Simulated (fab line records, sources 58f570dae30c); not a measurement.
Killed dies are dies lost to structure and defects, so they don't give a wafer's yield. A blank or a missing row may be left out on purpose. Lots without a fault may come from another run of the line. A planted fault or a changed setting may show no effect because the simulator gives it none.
Chamber matching | flow berkeley_cmos170 | UCB170_SPACER_ETCHBACK_03 on rie_diel-02: 4 sister chambers
The step etches SiO2 in CHF3/CF4/Ar, stops on Si, target depth 376 nm, time 100 s. 8 wafers are shown with their chamber, then 6 later ones without.

WAFERS WITH THEIR CHAMBER
wafer  | chamber | drypump_motor_current_A (A) | throttle_valve_pct (%)
L754.4 | 3       | 5.1                         | 6.39
L755.6 | 3       | 5.1                         | 6.40
L759.1 | 0       | 5.3                         | 6.28
L759.6 | 0       | 5.3                         | 6.27
L763.3 | 1       | 6.2                         | 6.54
L763.5 | 2       | 5.5                         | 6.49
L768.2 | 1       | 6.2                         | 6.54
L768.6 | 2       | 5.4                         | 6.50

WAFERS WITHOUT THEIR CHAMBER
wafer  | drypump_motor_current_A (A) | throttle_valve_pct (%)
L772.1 | 5.3                         | 6.28
L772.4 | 6.2                         | 6.54
L772.5 | 5.4                         | 6.52
L775.1 | 5.3                         | 6.28
L775.2 | 5.4                         | 6.50
L775.4 | 6.2                         | 6.53

WHICH CHAMBER EACH WENT THROUGH
wafer  | from the rows above | in truth
L772.1 | 0                   | 0
L772.4 | 1                   | 1
L772.5 | 2                   | 2
L775.1 | 0                   | 0
L775.2 | 2                   | 2
L775.4 | 1                   | 1
Placed correctly: 6 of 6. Can't be placed from these rows: 0. Placed wrongly: 0.
How it was worked out, from the rows above alone: a wafer's distance from a chamber is the root of the sum, over the readings, of the square of ((its reading less the chamber's mean) divided by the reading's scatter). The wafer belongs to the nearest chamber; if the next one is less than 2 further off, it can't be placed. A chamber's mean is the mean of its shown wafers. The scatter: the root of (the sum of the squares of (reading less its chamber's mean) over the shown wafers, divided by (wafers less chambers)).
